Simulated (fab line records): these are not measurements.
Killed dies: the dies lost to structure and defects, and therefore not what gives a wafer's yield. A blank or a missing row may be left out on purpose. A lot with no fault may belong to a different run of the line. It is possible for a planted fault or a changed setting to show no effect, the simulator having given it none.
Which tool was responsible? -- flow berkeleyCmos170 -- 42 wafers from 14 lots sampled at 2 of the route's 331 steps

## WHAT THE GAUGES READ, wafer by wafer
UCB170_NVT_TW_MEAS_09. Usual: NVT_TW 527, standard deviation 4.4.
lot,measured,on,NVT_TW,flag
L399,day 5 03:04,filmMetro-04,524 528 525,
L401,day 5 13:32,filmMetro-03,529 525 528,
L402,day 5 23:37,filmMetro-01,529 530 533,
L404,day 6 12:50,filmMetro-04,527 523 525,
L407,day 6 22:32,filmMetro-04,526 526 525,
L406,day 6 22:38,filmMetro-01,534 531 528,
L408,day 6 22:53,filmMetro-01,531 530 531,
L409,day 7 22:13,filmMetro-01,531 532 534,
L410,day 7 22:29,filmMetro-04,525 527 524,
L412,day 8 02:04,filmMetro-03,494 492 493,OFF
L411,day 8 02:22,filmMetro-01,530 533 530,
L413,day 8 14:04,filmMetro-04,494 497 495,OFF
L420,day 9 18:02,filmMetro-04,522 521 523,
L421,day 10 06:36,filmMetro-01,532 534 531,

## EACH LOT AND THE TOOL THAT RAN IT (in order: tool; ch and the chambers of the sampled wafers; start)
lot,UCB170_NVT_IMPLANT_07
L399,"implanter-03 ch 0, day 5 02:50"
L401,"implanter-01 ch 0, day 5 13:17"
L402,"implanter-04 ch 0, day 5 23:22"
L404,"implanter-01 ch 0, day 6 12:35"
L407,"implanter-03 ch 0, day 6 22:18"
L406,"implanter-04 ch 0, day 6 22:25"
L408,"implanter-01 ch 0, day 6 22:38"
L409,"implanter-01 ch 0, day 7 21:58"
L410,"implanter-04 ch 0, day 7 22:15"
L412,"implanter-01 ch 0, day 8 01:49"
L411,"implanter-04 ch 0, day 8 02:09"
L413,"implanter-01 ch 0, day 8 13:51"
L420,"implanter-04 ch 0, day 9 17:47"
L421,"implanter-03 ch 0, day 10 06:21"
- UCB170_NVT_IMPLANT_07

## AS READ BY THE TOOLS THEMSELVES (means over the sampled wafers that have a number; for cases with no such wafer, the mark the record gives instead)
UCB170_NVT_IMPLANT_07. Usual: beamEnergyKeV 50.002, standard deviation 0.015.
lot,tool,beamEnergyKeV,flag
L399,implanter-03,49.995,
L401,implanter-01,50.010,
L402,implanter-04,49.990,
L404,implanter-01,50.010,
L407,implanter-03,49.998,
L406,implanter-04,49.995,
L408,implanter-01,50.013,
L409,implanter-01,49.996,
L410,implanter-04,49.994,
L412,implanter-01,39.854,OFF
L411,implanter-04,50.016,
L413,implanter-01,39.896,OFF
L420,implanter-04,49.992,
L421,implanter-03,49.989,

## THE ANSWER, worked out from the rows above alone
Rule: a lot is off if the mean of its wafers that have a number lies more than 3 standard deviations from the usual mean. Also off: a lot with no number at a reading for which 4 or more lots have one. All remaining lots with rows at the step are treated as sound. First the gauges in route order, then the tools' own readings, where a lot's mean is used as printed above. At the first step where some lot is off, the reading lying furthest off is the one used; lots without a number count as furthest.
Off: L412, L413, at UCB170_NVT_TW_MEAS_09 (NVT_TW).
A tool fits if, at a process step before that reading, it ran every lot that is off, and no sound lot after the first of them. The gauges at UCB170_NVT_TW_MEAS_09 aren't tried: what is off there is off at UCB170_NVT_IMPLANT_07 too, on other tools, and a gauge's error can't cause that. One fits: UCB170_NVT_IMPLANT_07 on implanter-01. Its last sound lot is L409 (day 7 21:58), its first lot that is off L412 (day 8 01:49): a fault that began between those two fits.
The tool's own readings at UCB170_NVT_IMPLANT_07 bear it out: on the lots that are off they differ by more than 5 times the standard deviation of the sound lots' means. beamEnergyKeV reads 39.875 there against 50.000 on the sound lots.

## WHAT THE SIMULATOR PUT IN
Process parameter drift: implanter-01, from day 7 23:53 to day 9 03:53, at UCB170_NVT_IMPLANT_07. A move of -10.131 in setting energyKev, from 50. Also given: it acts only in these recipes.
Struck lots among those shown: L412, L413. The rule given above showed the same thing.
